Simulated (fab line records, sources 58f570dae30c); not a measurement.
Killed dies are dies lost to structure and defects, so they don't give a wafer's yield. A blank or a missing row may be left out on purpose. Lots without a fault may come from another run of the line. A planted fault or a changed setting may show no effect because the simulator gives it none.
Which tool did it? | flow berkeley_cmos170 | 14 lots, 42 wafers sampled, at 7 steps of a route of 331

WHAT THE GAUGES READ, wafer by wafer
UCB170_NVT_TW_MEAS_09.
lot  | measured    | on            | NVT_TW
L136 | day 5 21:25 | film_metro-01 | 519.5 523.3 521.9
L139 | day 6 16:41 | film_metro-01 | 517.6 515.6 518.0
L140 | day 6 16:49 | film_metro-01 | 518.5 518.5 517.9
L143 | day 6 22:08 | film_metro-02 | 521.5 519.6 519.8
L141 | day 6 22:49 | film_metro-04 | 523.7 524.3 526.8
L146 | day 7 15:49 | film_metro-01 | 523.6 524.2 522.9
L148 | day 7 22:45 | film_metro-02 | 519.7 520.1 520.9
L151 | day 8 11:12 | film_metro-04 | 522.5 522.2 522.6
L152 | day 8 20:14 | film_metro-02 | 520.0 524.7 524.8
L155 | day 9 14:28 | film_metro-04 | 522.1 521.8 522.8
L156 | day 9 14:43 | film_metro-04 | 525.1 524.0 524.8
L158 | day 9 22:35 | film_metro-01 | 523.1 520.9 521.4
L159 | day 9 23:14 | film_metro-04 | 521.7 522.7 522.9
L157 | day 9 23:31 | film_metro-02 | 521.7 523.4 521.9

UCB170_GATE_THK_MEAS_02.
lot  | measured     | on            | GATE_OXIDE_THK (nm)
L136 | day 6 02:47  | film_metro-02 | 6.51 6.49 6.51
L139 | day 6 21:55  | film_metro-02 | 6.63 6.68 6.66
L140 | day 6 21:55  | film_metro-04 | 6.52 6.41 6.41
L143 | day 7 03:32  | film_metro-03 | 6.66 6.67 6.73
L141 | day 7 03:31  | film_metro-02 | 6.52 6.60 6.51
L146 | day 8 00:16  | film_metro-02 | 6.62 6.66 6.61
L148 | day 8 05:02  | film_metro-04 | 6.46 6.46 6.48
L151 | day 8 17:14  | film_metro-02 | 6.66 6.63 6.59
L152 | day 9 03:16  | film_metro-03 | 6.57 6.41 6.48
L155 | day 9 20:03  | film_metro-02 | 6.63 6.59 6.75
L156 | day 9 20:04  | film_metro-04 | 6.66 6.69 6.37
L158 | day 10 05:15 | film_metro-02 | 6.60 6.53 6.63
L159 | day 10 05:15 | film_metro-03 | 6.61 6.62 6.73
L157 | day 10 05:15 | film_metro-04 | 6.69 6.76 6.71

UCB170_NLDD_TW_MEAS_11.
lot  | measured     | on            | NLDD_TW
L136 | day 6 16:30  | film_metro-04 | 2226 2211 2221
L139 | day 7 11:09  | film_metro-04 | 2221 2234 2234
L140 | day 7 09:35  | film_metro-01 | 2220 2219 2215
L143 | day 7 13:57  | film_metro-03 | 2217 2215 2212
L141 | day 7 13:36  | film_metro-01 | 2210 2210 2220
L146 | day 8 11:44  | film_metro-03 | 2243 2240 2247
L148 | day 8 19:56  | film_metro-01 | 2203 2192 2198
L151 | day 9 04:22  | film_metro-03 | 3133 3130 3144
L152 | day 9 13:43  | film_metro-04 | 3145 3145 3158
L155 | day 10 06:38 | film_metro-01 | 2201 2187 2203
L156 | day 10 07:11 | film_metro-04 | 2208 2210 2221
L158 | day 10 16:26 | film_metro-03 | 2221 2223 2233
L159 | day 10 16:44 | film_metro-03 | 2228 2240 2227
L157 | day 10 16:33 | film_metro-04 | 2198 2209 2208

UCB170_SDANNEAL_RS_MEAS_05: measures by four-point-probe.
lot  | measured     | on            | NLDD_RS (ohm/sq)
L136 | day 7 01:48  | film_metro-04 | 615.7 616.2 616.7
L139 | day 7 20:08  | film_metro-03 | 619.2 618.5 617.6
L140 | day 7 18:15  | film_metro-01 | 614.2 614.3 615.0
L143 | day 7 23:49  | film_metro-03 | 615.8 616.6 617.8
L141 | day 8 00:09  | film_metro-01 | 614.3 617.0 615.7
L146 | day 8 23:06  | film_metro-01 | 615.3 615.8 616.3
L148 | day 9 05:01  | film_metro-03 | 615.6 615.3 618.2
L151 | day 9 13:37  | film_metro-01 | 172.4 172.5 172.2
L152 | day 10 00:29 | film_metro-04 | 173.0 172.6 172.4
L155 | day 10 15:32 | film_metro-03 | 616.4 615.7 618.1
L156 | day 10 15:37 | film_metro-04 | 616.4 614.8 615.7
L158 | day 11 04:23 | film_metro-04 | 614.1 617.1 615.3
L159 | day 11 03:56 | film_metro-01 | 615.7 618.7 618.1
L157 | day 11 04:16 | film_metro-03 | 617.2 618.8 615.9

WHICH TOOL RAN EACH LOT (tool, then ch and the chambers of the sampled wafers, then the start)
lot  | UCB170_PLDD_STRIP_10                 | UCB170_NLDD_IMPLANT_08          | UCB170_NLDD_STRIP_10
L136 | plasma_asher-04 ch 0,1, day 6 14:27  | implanter-02 ch 0, day 6 16:08  | plasma_asher-02 ch 0,1, day 6 16:25
L139 | plasma_asher-03 ch 0,1, day 7 07:18  | implanter-04 ch 0, day 7 10:46  | plasma_asher-02 ch 0,1, day 7 11:02
L140 | plasma_asher-03 ch 0,1, day 7 07:02  | implanter-03 ch 0, day 7 09:11  | plasma_asher-04 ch 1, day 7 09:28
L143 | plasma_asher-03 ch 0,1, day 7 11:52  | implanter-03 ch 0, day 7 13:35  | plasma_asher-02 ch 0,1, day 7 13:52
L141 | plasma_asher-04 ch 1, day 7 11:19    | implanter-04 ch 0, day 7 13:12  | plasma_asher-04 ch 0,1, day 7 13:30
L146 | plasma_asher-04 ch 0,1, day 8 09:26  | implanter-03 ch 0, day 8 11:20  | plasma_asher-02 ch 0,1, day 8 11:38
L148 | plasma_asher-01 ch 0, day 8 16:50    | implanter-02 ch 0, day 8 19:32  | plasma_asher-03 ch 0,1, day 8 19:50
L151 | plasma_asher-01 ch 0,1, day 9 01:58  | implanter-04 ch 0, day 9 03:58  | plasma_asher-02 ch 1, day 9 04:16
L152 | plasma_asher-04 ch 0,1, day 9 11:34  | implanter-04 ch 0, day 9 13:20  | plasma_asher-03 ch 0,1, day 9 13:37
L155 | plasma_asher-04 ch 0,1, day 10 04:20 | implanter-02 ch 0, day 10 06:15 | plasma_asher-04 ch 0,1, day 10 06:31
L156 | plasma_asher-03 ch 0,1, day 10 04:41 | implanter-03 ch 0, day 10 06:49 | plasma_asher-04 ch 0,1, day 10 07:07
L158 | plasma_asher-03 ch 0,1, day 10 12:24 | implanter-03 ch 0, day 10 16:02 | plasma_asher-02 ch 0,1, day 10 16:20
L159 | plasma_asher-01 ch 0,1, day 10 12:52 | implanter-03 ch 0, day 10 16:20 | plasma_asher-04 ch 0,1, day 10 16:38
L157 | plasma_asher-03 ch 0,1, day 10 13:13 | implanter-02 ch 0, day 10 16:09 | plasma_asher-03 ch 0,1, day 10 16:27
- UCB170_PLDD_STRIP_10: strips in O2.
- UCB170_NLDD_IMPLANT_08
- UCB170_NLDD_STRIP_10: strips in O2.

WHAT THE TOOLS THEMSELVES READ (means of the sampled wafers that have a number; where no wafer has one, the mark that the record gives instead)
UCB170_PLDD_STRIP_10.
lot  | tool            | drypump_motor_current_A (A) | o2_flow_sccm (sccm) | oes_product_au (a.u.) | strip_time_to_endpoint_s (s)
L136 | plasma_asher-04 | 5.8                         | 399.2               | 0.733                 | 21.72
L139 | plasma_asher-03 | 5.7                         | 401.2               | 0.732                 | 21.71
L140 | plasma_asher-03 | 5.7                         | 399.4               | 0.736                 | 21.56
L143 | plasma_asher-03 | 6.1                         | 400.3               | 0.734                 | 21.63
L141 | plasma_asher-04 | 5.7                         | 399.3               | 0.734                 | 21.72
L146 | plasma_asher-04 | 5.8                         | 400.3               | 0.736                 | 21.62
L148 | plasma_asher-01 | 6.4                         | 400.1               | 0.734                 | 21.70
L151 | plasma_asher-01 | 5.9                         | 401.0               | 0.738                 | 21.63
L152 | plasma_asher-04 | 5.7                         | 399.9               | 0.738                 | 21.62
L155 | plasma_asher-04 | 5.7                         | 400.5               | 0.736                 | 21.53
L156 | plasma_asher-03 | 6.0                         | 401.1               | 0.738                 | 21.62
L158 | plasma_asher-03 | 5.7                         | 397.9               | 0.736                 | 21.59
L159 | plasma_asher-01 | 6.2                         | 400.9               | 0.732                 | 21.76
L157 | plasma_asher-03 | 5.7                         | 398.6               | 0.734                 | 21.58

UCB170_NLDD_IMPLANT_08.
lot  | tool         | beam_on_s (s) | dose_ions_cm2 | end_station_pressure_torr (Torr) | faraday_current_uA
L136 | implanter-02 | 10.19         | 4.997e+13     | 5.08e-06                         | 155
L139 | implanter-04 | 10.08         | 5.003e+13     | 4.90e-06                         | 157
L140 | implanter-03 | 10.04         | 5.001e+13     | 5.11e-06                         | 158
L143 | implanter-03 | 9.81          | 5.002e+13     | 5.44e-06                         | 161
L141 | implanter-04 | 9.86          | 5.001e+13     | 4.93e-06                         | 161
L146 | implanter-03 | 9.88          | 5.000e+13     | 5.19e-06                         | 160
L148 | implanter-02 | 9.93          | 5.003e+13     | 5.03e-06                         | 160
L151 | implanter-04 | 16.64         | 5.000e+14     | 5.61e-06                         | 950
L152 | implanter-04 | 16.81         | 5.001e+14     | 5.87e-06                         | 941
L155 | implanter-02 | 10.21         | 5.002e+13     | 5.13e-06                         | 155
L156 | implanter-03 | 10.00         | 5.005e+13     | 5.15e-06                         | 159
L158 | implanter-03 | 10.17         | 5.004e+13     | 4.95e-06                         | 156
L159 | implanter-03 | 10.13         | 5.002e+13     | 5.06e-06                         | 157
L157 | implanter-02 | 9.98          | 5.002e+13     | 4.91e-06                         | 159

UCB170_NLDD_STRIP_10.
lot  | tool            | drypump_motor_current_A (A) | o2_flow_sccm (sccm) | oes_product_au (a.u.) | strip_time_to_endpoint_s (s)
L136 | plasma_asher-02 | 5.4                         | 400.5               | 0.736                 | 21.62
L139 | plasma_asher-02 | 5.5                         | 400.6               | 0.735                 | 21.73
L140 | plasma_asher-04 | 5.7                         | 401.7               | 0.731                 | 21.72
L143 | plasma_asher-02 | 5.4                         | 399.7               | 0.732                 | 21.64
L141 | plasma_asher-04 | 5.7                         | 399.9               | 0.734                 | 21.63
L146 | plasma_asher-02 | 5.6                         | 399.4               | 0.730                 | 21.62
L148 | plasma_asher-03 | 6.0                         | 400.3               | 0.736                 | 21.66
L151 | plasma_asher-02 | 5.3                         | 399.3               | 0.683                 | 23.88
L152 | plasma_asher-03 | 6.1                         | 399.2               | 0.686                 | 23.88
L155 | plasma_asher-04 | 5.7                         | 399.3               | 0.729                 | 21.59
L156 | plasma_asher-04 | 5.7                         | 400.6               | 0.731                 | 21.65
L158 | plasma_asher-02 | 5.4                         | 400.1               | 0.735                 | 21.58
L159 | plasma_asher-04 | 5.7                         | 400.5               | 0.740                 | 21.62
L157 | plasma_asher-03 | 6.1                         | 399.6               | 0.734                 | 21.61

THE ANSWER, worked out from the rows above alone
Rule: what is usual is taken from the lots themselves. Put in order of their means at a reading, lots are off if they are a third of the lots or fewer, leave a main group of 4 or more, and stand apart from it by a gap of 3 or more times the standard deviation of the main group's means; of several such gaps the widest counts. A main group whose means are all the same, to the digits that the tables above print for the reading, isn't used. A lot without any number at a reading at which 4 lots or more have one is off too. The other lots that the step has rows for count as sound. The gauges are gone through in route order, then the tools' own readings, and for those a lot's mean is taken as printed above. The first step at which some lot is off is used, and at that step the reading that is off furthest; a lot without a number counts as furthest.
Off: L151, L152, at UCB170_NLDD_TW_MEAS_11 (NLDD_TW). The main group: mean 2217, standard deviation 13.
A tool fits if, at a process step before that reading, it ran every lot that is off, and no sound lot after the first of them. The gauges at UCB170_NLDD_TW_MEAS_11 aren't tried: what is off there is off at UCB170_NLDD_IMPLANT_08 too, on other tools, and a gauge's error can't cause that. One fits: implanter-04 at UCB170_NLDD_IMPLANT_08. Its last sound lot is L141 (day 7 13:12), its first lot that is off L151 (day 9 03:58): a fault that began between those two fits.
The tool's own readings at UCB170_NLDD_IMPLANT_08 bear it out: on the lots that are off they differ by more than 5 times the standard deviation of the sound lots' means. beam_on_s reads 16.73 s there against 10.02 s on the sound lots; dose_ions_cm2 reads 5.000e+14 there against 5.002e+13 on the sound lots; faraday_current_uA reads 946 there against 158 on the sound lots.

WHAT THE SIMULATOR HAD PUT IN
Process parameter drift: implanter-04, from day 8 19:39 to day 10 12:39, at UCB170_NLDD_IMPLANT_08. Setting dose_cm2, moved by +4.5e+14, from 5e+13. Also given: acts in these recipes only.
Lots struck among those shown: L151, L152. The rule above found the same.
